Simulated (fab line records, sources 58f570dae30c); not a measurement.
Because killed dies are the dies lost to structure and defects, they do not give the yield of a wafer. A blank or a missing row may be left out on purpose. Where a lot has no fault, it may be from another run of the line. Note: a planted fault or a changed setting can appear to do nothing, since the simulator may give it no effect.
Split-lot experiment | flow berkeley_cmos170 | on a route of 331 steps: 5 lots, 17 wafers read

== ON THE SPLIT ==
At UCB170_M3_COAT_10 (resist thk 900 nm), the setting spin_rpm was moved away from the recipe's 1500 rpm on 4 of the 17 wafers read, by -7.0% to -5.6%. The other wafers ran this setting at the recipe's value.

Reading taken at the split's own step.

== THE READING ==
KrF_of_M3_COAT_10.thk_nm (the simulator's own value, which no gauge read), in nm, at UCB170_M3_COAT_10 (resist thk 900 nm). No usual value for it is given in the file. Here, 13 wafers ran the recipe; their average is 900.0 nm with a standard deviation of 2.3 nm.

wafer  | tool, chamber at the split | spin_rpm as run, rpm | against the recipe | KrF_of_M3_COAT_10.thk_nm, nm | against lot-mates on the recipe
L078.1 | litho_track-02, 0          | 1500                 | recipe             | 902.2                        | -
L078.2 | litho_track-02, 0          | 1500                 | recipe             | 899.9                        | -
L079.2 | litho_track-04, 0          | 1500                 | recipe             | 899                          | -
L079.3 | litho_track-04, 0          | 1500                 | recipe             | 898.8                        | -
L079.6 | litho_track-04, 0          | 1500                 | recipe             | 899.6                        | -
L081.1 | litho_track-02, 0          | 1395                 | -7.0%              | 928.3                        | +35.0
L081.6 | litho_track-02, 0          | 1500                 | recipe             | 893.3                        | -
L084.1 | litho_track-02, 0          | 1500                 | recipe             | 901.1                        | -
L084.2 | litho_track-02, 0          | 1500                 | recipe             | 902.1                        | -
L084.5 | litho_track-02, 0          | 1500                 | recipe             | 902.1                        | -
L084.4 | litho_track-02, 0          | 1500                 | recipe             | 901.3                        | -
L084.6 | litho_track-02, 0          | 1500                 | recipe             | 900.4                        | -
L085.1 | litho_track-01, 0          | 1416                 | -5.6%              | 928.3                        | +28.2
L085.2 | litho_track-01, 0          | 1500                 | recipe             | 901.1                        | -
L085.3 | litho_track-01, 0          | 1416                 | -5.6%              | 928.9                        | +28.8
L085.4 | litho_track-01, 0          | 1416                 | -5.6%              | 930                          | +29.9
L085.6 | litho_track-01, 0          | 1500                 | recipe             | 899.1                        | -

THE FIT
A straight line over all 17 wafers: KrF_of_M3_COAT_10.thk_nm changes by -4.78 nm for each +1% of spin_rpm; r = -0.98; the points scatter about the line by 2.7 nm.
The same after taking each lot's own level away (the mean of its wafers on the recipe; 17 wafers): -5.11 nm for each +1%; r = -1.00; scatter 0.8 nm.
According to that fit, moving spin_rpm by its largest amount changes the reading by 36 nm.
From 893.30 to 901.40 nm: that is the span of the lots' own levels, equal to 3.6 times the standard deviation above.
So the lot-to-lot level changes the slope little: the two slopes agree.
Check: for one of the wafers moved furthest among these (-7.0%), held out of the fit, the line's prediction against its lot-mates is +36.2 nm. It came out at +35 nm against them.

== ADDITIONAL SPLITS CARRIED BY THESE WAFERS ==
Other splits were also applied to these wafers ahead of the reading. Each is held against what the fit with the lots' levels taken away leaves over:
other split on the same wafers | wafers away from the commonest value | r with KrF_of_M3_COAT_10.thk_nm (lot level and that fit taken away)
UCB170_V1_EXPOSE_09 dose_mj    | 2                                    | -0.30
UCB170_M2_SPUTTER_01 time_s    | 4                                    | -0.36
UCB170_M2_PEB_13 peb_temp_c    | 6                                    | +0.06
UCB170_M2_METAL_ETCH_18 icp_w  | 5                                    | +0.11
UCB170_M3_SPUTTER_01 time_s    | 0                                    | -

== FILE'S OWN FIT ==
KrF_of_M3_COAT_10.thk_nm changes by -5.11 nm for each +1% of spin_rpm, r = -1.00.
